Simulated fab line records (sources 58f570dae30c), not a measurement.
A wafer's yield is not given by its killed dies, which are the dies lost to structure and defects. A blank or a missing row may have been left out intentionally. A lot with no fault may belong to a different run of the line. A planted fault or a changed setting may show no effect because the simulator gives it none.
Code-filled problem report in 8D (eight disciplines) form	flow berkeley_cmos170	the parts of the form that need people (team, actions taken, sign-off) are left out

== 1. WHAT WENT WRONG ==
At UCB170_M3_ETCH_17, oes_product_au averages 1.260 a.u. over 6 wafers from 2 lots, while fault-free wafers read 1.005 a.u., standard deviation 0.02. That is +13 standard deviations from the usual mean.
The step: etches BARC in N2/H2.
The first sign was on wafer L447.2 at day 11 17:49, on rie_diel-02. At this step, 42 wafers from 14 lots have a number in the record. Rule for "out" (also "out of limits"): further than 4 standard deviations from the usual mean. Any other wafer with a number is counted as sound.

== 2. WHAT IT IS; WHAT IT IS NOT ==
question	is	is not
which readings at this step	oes_product_au	drypump_motor_current_A, throttle_valve_pct
which lots	L447, L449	L430, L431, L432, L433, L434, L438, L439, L440, L442, L448, L452, L453
which wafers of those lots	all that have a number	-
read on which tools	rie_diel-02	rie_diel-01, rie_diel-03
when	from day 11 17:49	up to then (30 sound wafers); but 6 sound wafers of L452, L453 came after

== 3. WHAT RULES OUT EACH SUSPECT ==
Counting: a tool at any process step up to the reading remains a suspect when it ran all the lots that are out and ran no sound lot after the first of those.
- rie_diel-02 at UCB170_M3_ETCH_17 (etches BARC in N2/H2): kept. All lots that are out passed through it, beginning with L447 at day 11 17:49, and no sound lot followed; its final sound lot before that point was L434 at day 8 13:37. Out on those wafers are its own readings of oes_product_au.
After counting, what remains is rie_diel-02 at UCB170_M3_ETCH_17.

== 4. THE CAUSE (what the simulator had put in) ==
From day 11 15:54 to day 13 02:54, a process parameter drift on rie_diel-02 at UCB170_M3_ETCH_17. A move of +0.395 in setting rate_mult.
The count eliminated every tool but this one.

== 5. THE CHAIN OF EFFECTS, in route order ==
Rows list readings where the struck wafers' mean (over those with a number) sits beyond 3 standard deviations from the usual. Readings are gone through only where the record gives a usual standard deviation; hours: the median, over the lots, of the time from a lot's start at the first step in this table giving one to that lot's start at this step; sigmas: the change measured in usual standard deviations.
hours	step	reading	usual	on struck wafers	change	sigmas
0	UCB170_M3_ETCH_17	oes_product_au	1.005 a.u.	1.260	+0.255	+13
The process steps in it:
- UCB170_M3_ETCH_17: etches BARC in N2/H2.
At these later measuring or inspecting steps, every struck wafer for which the step has a row has a number for every such reading, and none has moved that far: UCB170_M3_CD_MEAS_90.

== 6. WHAT WOULD HAVE CAUGHT IT SOONER ==
In this record no reading fell out of limits until day 11 17:49, 2 hours after the fault had begun at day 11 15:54.
